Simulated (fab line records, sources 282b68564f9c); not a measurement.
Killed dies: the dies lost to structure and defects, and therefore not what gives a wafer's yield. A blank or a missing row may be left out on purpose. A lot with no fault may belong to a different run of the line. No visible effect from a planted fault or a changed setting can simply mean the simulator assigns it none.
One fault seen from 2 desks | flow rit-cmos | only its own numbers are on each desk; what lay behind them is given at the end

== THE TOOL OWNER'S DESK: pecvd-03 ==
The tool's own readings at RIT_CONTACT_CVD_00 (deposits SiO2 from TEOS, target thk 400 nm, time 61 s): means of the sampled wafers that have a number, for each lot that ran on this tool. A lot is out of limits, marked OUT, if its mean lies more than 4 standard deviations from the usual mean; the brackets give that distance.
Columns: A = heater-power-w at RIT_CONTACT_CVD_00, usual 337 W
lot  | first seen here | A
L249 | day 3 14:14     | 370
L252 | day 4 06:38     | 356
L255 | day 4 20:17     | 302
L258 | day 5 15:49     | 339
L264 | day 6 22:56     | 325
L267 | day 7 11:54     | 314
This desk's finding: nothing out of limits on any of the 6 lots.

== METROLOGY DESK ==
Lot by lot, what the gauges showed, no matter which tool ran the lot: averages of those sampled wafers that carry a number. A lot is out of limits, marked OUT, if its mean lies more than 4 standard deviations from the usual mean; the brackets give that distance.
Columns: A = CONTACT_TEOS_THK at RIT_CONTACT_THK_MEAS_01, usual 401 nm
lot  | first seen here | A
L248 | day 3 10:47     | 401
L249 | day 3 14:17     | 391
L250 | day 3 18:03     | 405
L251 | day 4 00:28     | 400
L252 | day 4 06:41     | 404
L253 | day 4 16:13     | 396
L255 | day 4 20:20     | 393
L257 | day 5 10:31     | 401
L258 | day 5 15:52     | 405
L259 | day 5 18:35     | 409
L262 | day 6 08:07     | 402
L264 | day 6 23:01     | 371 (-5.3) OUT
L267 | day 7 11:58     | 352 (-8.6) OUT
L270 | day 8 02:13     | 398
This desk's finding: out of limits on L264, L267; first on L264, day 6 23:01 (CONTACT_TEOS_THK at RIT_CONTACT_THK_MEAS_01). L248, L249, L250, L251, L252, L253, L255, L257, L258, L259, L262, L270 stayed within limits.

== TAKEN TOGETHER ==
Metrology desk: alarm possible at day 6 23:01 on L264, L267.
The desk of the tool owner found nothing out of limits.
Tool owner's desk: L264, L267 on record, inside its limits.
On pecvd-03, each named lot ran RIT_CONTACT_CVD_00.

== WHAT THE SIMULATOR HAD PUT IN ==
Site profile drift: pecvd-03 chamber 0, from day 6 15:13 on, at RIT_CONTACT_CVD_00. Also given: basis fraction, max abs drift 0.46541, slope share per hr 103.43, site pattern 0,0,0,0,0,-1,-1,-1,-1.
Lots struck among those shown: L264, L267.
Per desk, hours elapsed from the start of the fault to the first reading out of limits: for the metrology desk, 8.
